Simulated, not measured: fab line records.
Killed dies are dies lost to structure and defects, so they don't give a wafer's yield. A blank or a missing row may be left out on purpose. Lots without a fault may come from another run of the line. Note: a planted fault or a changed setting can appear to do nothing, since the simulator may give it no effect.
Problem report, 8D (eight disciplines) form, completed by code    flow rit-cmos    the parts of the form that need people (team, actions taken, sign-off) are left out

== 1. THE PROBLEM ==
Mean SPACER_NITRIDE_THK at RIT_SPACER_THK_MEAS_04: 191.6 nm over 6 wafers in 2 lots; fault-free wafers: 250.4 nm, standard deviation 2.4. Measured from the usual mean, that is -25 standard deviations.
The first sign was on wafer L299.4 at day 5 05:38, on film-metro-03. The record has a number at this step for 42 wafers belonging to 14 lots. Rule for "out", or "out of limits": more than 4 standard deviations from the usual mean. The other wafers with a number count as sound.

== 2. WHAT IT IS AND WHAT IT IS NOT ==
question                     is                            is not
which readings at this step  SPACER_NITRIDE_THK            -
which lots                   L299, L304                    L289, L290, L291, L292, L293, L296, L297, L306, L307, L309, L310, L312
which wafers of those lots   all that have a number        -
read on which gauges         film-metro-02, film-metro-03  film-metro-01
when                         from day 5 05:38              up to then (21 sound wafers); but 15 sound wafers of L306, L307, L309, L310, L312 came after

== 3. WHAT RULES OUT EACH SUSPECT ==
Counting: a tool at any process step up to the reading remains a suspect when it ran all the lots that are out and ran no sound lot after the first of those.
- ruled out: the gauge at RIT_SPACER_THK_MEAS_04. 2 gauges (film-metro-02, film-metro-03) read the wafers that are out.
- lpcvd-02 at RIT_SPACER_CVD_03 (deposits Si3N4 from SiH2Cl2/NH3, target thk 250 nm, time 3300 s): ruled out as a lasting fault. Following L299 (day 5 03:41), the first lot on it that is out, the sound lots L310 were run on it.
Left after counting: nothing in the record.

== 4. THE CAUSE (what the simulator had put in) ==
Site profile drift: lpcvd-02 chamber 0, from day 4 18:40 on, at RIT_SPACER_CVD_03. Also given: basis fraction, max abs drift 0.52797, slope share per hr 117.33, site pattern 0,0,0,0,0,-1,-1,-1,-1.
The count ruled it out by mistake, since the rule takes a fault to strike every lot its tool runs from the start of the fault on, and this one did not do so.

== 5. SEQUENCE OF EFFECTS, ordered by route ==
Each row: a reading where the mean over the struck wafers with a number is more than 3 standard deviations away from the usual. Only readings for which the record gives a usual standard deviation are gone through. hours: the time from each lot's start at the first step in this table that gives one to its start at this step, as a median over the lots. sigmas: the change in usual standard deviations.
hours  step                    reading              usual       on struck wafers  change  sigmas
0      RIT_SPACER_THK_MEAS_04  SPACER_NITRIDE_THK   250.4 nm    191.6             -58.8   -25
0      RIT_SPACER_ETCHBACK_05  oes-product-au       0.841 a.u.  0.696             -0.145  -12
11     RIT_M1_PROBE_99         killed-at-front-end  6.7         22.7              +16.0   +5.9
11     RIT_M1_PROBE_99         killed-dies          6.7         22.7              +16.0   +5.9
11     RIT_M1_PROBE_99         killed-on-rim        1.8         17.7              +15.9   +13
The process steps in it:
- RIT_SPACER_ETCHBACK_05: etches Si3N4 in SF6/CHF3, stops on SiO2, target depth 250 nm, time 240 s.
- RIT_M1_PROBE_99

== 6. HOW IT WOULD HAVE BEEN CAUGHT EARLIER ==
The first out-of-limits reading at a measuring or inspecting step in this record came at day 5 05:38, 11 hours after the fault's start at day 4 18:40.
Of the tool readings at RIT_SPACER_CVD_03 for which the record gives a usual standard deviation, none was out on any struck wafer, so an alarm limit of 4 standard deviations on them would not have fired.
